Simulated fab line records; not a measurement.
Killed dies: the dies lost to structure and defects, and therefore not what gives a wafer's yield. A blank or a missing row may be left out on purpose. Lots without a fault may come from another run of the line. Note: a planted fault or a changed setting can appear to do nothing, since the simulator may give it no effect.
What tool caused it? ; flow rit-cmos ; 14 lots with 42 wafers sampled at 2 steps, on a route of 202 steps

WHAT THE GAUGES READ, wafer by wafer
The record lacks any reading of a measuring or inspecting step that a usual standard deviation could be used to judge.

EACH LOT AND THE TOOL THAT RAN IT (in order: tool; ch and the chambers of the sampled wafers; start)
lot;RIT_ACTIVE_STRIP_14;RIT_M1_PROBE_99
L392;plasma-asher-02 ch 0,1, day 1 20:30;-
L393;plasma-asher-01 ch 0,1, day 2 02:05;-
L394;plasma-asher-02 ch 0,1, day 2 07:17;prober-02, day 4 11:06
L395;plasma-asher-02 ch 0,1, day 2 12:58;-
L396;plasma-asher-03 ch 0,1, day 2 18:38;-
L397;plasma-asher-01 ch 0,1, day 2 23:16;prober-01, day 5 05:27
L398;plasma-asher-03 ch 0,1, day 3 06:44;prober-02, day 5 08:46
L404;plasma-asher-01 ch 1, day 4 10:40;-
L409;plasma-asher-01 ch 0,1, day 5 09:53;prober-01, day 7 12:43
L410;plasma-asher-01 ch 0,1, day 5 14:22;-
L411;plasma-asher-02 ch 0,1, day 5 20:04;-
L412;plasma-asher-02 ch 0,1, day 6 00:23;-
L413;plasma-asher-02 ch 0,1, day 6 06:04;-
L414;plasma-asher-03 ch 1, day 6 11:50;-
- RIT_ACTIVE_STRIP_14: strips in O2, time 180 s.
- RIT_M1_PROBE_99

AS READ BY THE TOOLS THEMSELVES (means over the sampled wafers that have a number; for cases with no such wafer, the mark the record gives instead)
RIT_ACTIVE_STRIP_14.
lot;tool;chamber-pressure-mTorr (mTorr);drypump-motor-current-A (A)
L392;plasma-asher-02;3999;5.94
L393;plasma-asher-01;4003;5.84
L394;plasma-asher-02;4000;5.85
L395;plasma-asher-02;4001;5.84
L396;plasma-asher-03;4000;5.61
L397;plasma-asher-01;-;-
L398;plasma-asher-03;-;-
L404;plasma-asher-01;4000;6.08
L409;plasma-asher-01;4000;5.85
L410;plasma-asher-01;4005;5.86
L411;plasma-asher-02;4001;5.86
L412;plasma-asher-02;3998;5.85
L413;plasma-asher-02;4001;5.87
L414;plasma-asher-03;3999;5.75

RIT_M1_PROBE_99.
lot;tool;killed-at-contacts;killed-at-front-end;killed-dies;killed-on-rim;killed-open;killed-short
L394;prober-02;0.0;12.7;12.7;4.0;6.0;6.7
L397;prober-01;0.0;264.0;264.0;70.0;1.0;3.0
L398;prober-02;0.3;263.7;264.0;70.0;2.7;5.3
L409;prober-01;1.0;11.3;12.3;0.7;3.7;8.0

THE ANSWER, worked out from the rows above alone
Rule: what is usual is taken from the lots themselves. Put in order of their means at a reading, lots are off if they are a third of the lots or fewer, leave a main group of 4 or more, and stand apart from it by a gap of 3 or more times the standard deviation of the main group's means; of several such gaps the widest counts. If all means in a main group match to the digits the tables above print for the reading, that group is not used. A lot without any number at a reading at which 4 lots or more have one is off too. All remaining lots with rows at the step are treated as sound. First the gauges in route order, then the tools' own readings, where a lot's mean is used as printed above. At the first step where some lot is off, the reading lying furthest off is the one used; lots without a number count as furthest.
Off, at RIT_ACTIVE_STRIP_14 on chamber-pressure-mTorr: L397, L398. Without a number there: L397, L398. For the main group the mean is 4001 mTorr and the standard deviation 1.8.
If a tool, at that step or one of the process steps before it, ran each lot that is off and ran no sound lot following the first of them, it fits. Not one of the candidates tried fits.

WHAT HAD BEEN PUT IN BY THE SIMULATOR
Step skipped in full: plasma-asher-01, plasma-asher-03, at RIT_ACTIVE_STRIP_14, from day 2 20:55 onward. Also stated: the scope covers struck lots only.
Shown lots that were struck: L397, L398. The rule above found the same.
